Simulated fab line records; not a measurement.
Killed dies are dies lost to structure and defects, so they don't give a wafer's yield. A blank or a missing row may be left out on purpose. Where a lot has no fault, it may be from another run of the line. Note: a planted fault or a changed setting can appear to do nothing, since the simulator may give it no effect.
Problem report in the 8D (eight disciplines) form, filled by code -- flow berkeley-cmos170 -- the parts of the form that need people (team, actions taken, sign-off) are left out

== 1. WHAT WENT WRONG ==
At UCB170_CONTACT_RTA_08, wafer_temp_C_max averages 888.0 over 9 wafers from 3 lots, while fault-free wafers read 903.0, standard deviation 0.61. Relative to the usual mean, that is a shift of -25 standard deviations.
The step: time 10 s.
First seen on wafer L727.1, day 10 09:58, on rtp-anneal-01. The record has a number at this step for 45 wafers belonging to 15 lots. Rule for "out" (also "out of limits"): further than 4 standard deviations from the usual mean. Any other wafer with a number is counted as sound.

== 2. WHAT IT IS, AND WHAT IT ISN'T ==
question,is,is not
which readings at this step,wafer_temp_C_max,-
which lots,"L727, L729, L732","L715, L717, L718, L719, L720, L721, L723, L724, L728, L730, L731, L736"
which wafers of those lots,all that have a number,-
read on which tools,rtp-anneal-01,rtp-anneal-02
when,from day 10 09:58,"up to then (24 sound wafers); but 12 sound wafers of L728, L730, L731, L736 came after"

== 3. WHAT RULES OUT EACH SUSPECT ==
Counting: any tool at a process step up to the reading is kept as a suspect provided that every lot that is out went through it and no sound lot did after the first of them.
- rtp-anneal-01 at UCB170_CONTACT_RTA_08 (time 10 s): kept. Every lot that is out went through it, starting with L727 (day 10 09:58), and after that it ran no sound lot; the last sound lot it ran before then is L723 (day 8 19:30). Its own wafer_temp_C_max readings are out on those wafers.
The count leaves rtp-anneal-01 at UCB170_CONTACT_RTA_08.

== 4. THE CAUSE (what the simulator had put in) ==
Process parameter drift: rtp-anneal-01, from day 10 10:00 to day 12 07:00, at UCB170_CONTACT_RTA_08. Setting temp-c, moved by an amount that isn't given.
This tool alone remained once counting was done.

== 5. THE EFFECT CHAIN, in route order ==
Each row: a reading where the mean over the struck wafers with a number is more than 3 standard deviations away from the usual. Only readings for which the record gives a usual standard deviation are gone through. hours: the time from each lot's start at the first step in this table that gives one to its start at this step, as a median over the lots. sigmas: the change in usual standard deviations.
hours,step,reading,usual,on struck wafers,change,sigmas
0,UCB170_CONTACT_RTA_08,wafer_temp_C_max,903.0,888.0,-15.0,-25
Process steps it contains:
- UCB170_CONTACT_RTA_08: time 10 s.
At these later measuring or inspecting steps, every struck wafer for which the step has a row has a number for every such reading, and none has moved that far: UCB170_M1_RS_MEAS_01.

== 6. HOW IT WOULD HAVE BEEN CAUGHT EARLIER ==
In this record the first reading out of limits was taken at day 10 09:58.
